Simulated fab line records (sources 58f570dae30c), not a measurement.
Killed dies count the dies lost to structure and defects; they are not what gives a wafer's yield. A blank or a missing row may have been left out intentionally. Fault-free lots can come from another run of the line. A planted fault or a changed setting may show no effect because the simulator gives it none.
A single fault, viewed from 2 desks -- flow berkeleyCmos170 -- every desk sees just its own numbers, and what lay behind them comes last

== DESK OF THE TOOL OWNER: implanter-02 ==
The tool's own readings at UCB170_NWELL_IMPLANT_14, given as means over the sampled wafers that have a number, one for each lot that went through this tool. Any lot whose mean is over 4 standard deviations away from the usual mean is out of limits and marked OUT; that distance is given in the brackets.
Columns: A = beamEnergyKeV at UCB170_NWELL_IMPLANT_14, usual 150.00
lot,first seen here,A
L397,day 2 22:08,149.93
L400,day 3 08:13,150.06
L405,day 4 15:06,150.05
L407,day 4 20:32,202.53 (+99 or more) OUT
L408,day 5 06:04,202.46 (+99 or more) OUT
This desk's verdict: out of limits on L407, L408, starting with L407 at day 4 20:32 (beamEnergyKeV at UCB170_NWELL_IMPLANT_14). L397, L400, L405: within limits.

== AT THE METROLOGY DESK ==
What the gauges read, lot by lot, whatever tool the lot ran on: means of the sampled wafers that have a number. Any lot whose mean is over 4 standard deviations away from the usual mean is out of limits and marked OUT; that distance is given in the brackets.
Columns: A = NWELL_TW at UCB170_NWELL_TW_MEAS_16, usual 1252; B = V1_OVL at UCB170_V1_OVL_MEAS_13, usual -2 nm
lot,first seen here,A,B
L396,day 2 13:19,1247,-2
L397,day 2 22:23,1243,-5
L399,day 3 08:10,1263,-6
L400,day 3 08:28,1249,-3
L403,day 3 22:21,1244,1
L405,day 4 15:19,1266,1
L407,day 4 20:47,1329 (+8.5) OUT,1
L408,day 5 06:19,1312 (+6.7) OUT,-6
L413,day 5 22:29,1258,2
L414,day 6 07:41,1261,-4
L415,day 6 11:44,1257,-3
L416,day 6 20:56,1239,-3
L417,day 7 06:07,1257,1
L419,day 7 17:51,1256,-3
This desk's finding: out of limits on L407, L408; first on L407, day 4 20:47 (NWELL_TW at UCB170_NWELL_TW_MEAS_16). L396, L397, L399, L400, L403, L405, L413, L414, L415, L416, L417, L419: within limits.

== BROUGHT TOGETHER ==
An alarm could have come from the tool owner's desk at day 4 20:32, on L407, L408.
At day 4 20:47 the metrology desk could have sounded an alarm, on L407, L408.
Every lot named ran UCB170_NWELL_IMPLANT_14 on implanter-02.

== WHAT THE SIMULATOR HAD PUT IN ==
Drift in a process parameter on implanter-02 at UCB170_NWELL_IMPLANT_14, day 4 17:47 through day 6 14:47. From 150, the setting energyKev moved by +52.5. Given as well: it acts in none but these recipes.
Struck lots among those shown: L407, L408.
Time in hours from fault onset to the first out-of-limits reading at each desk: tool owner's desk 3, metrology desk 3.
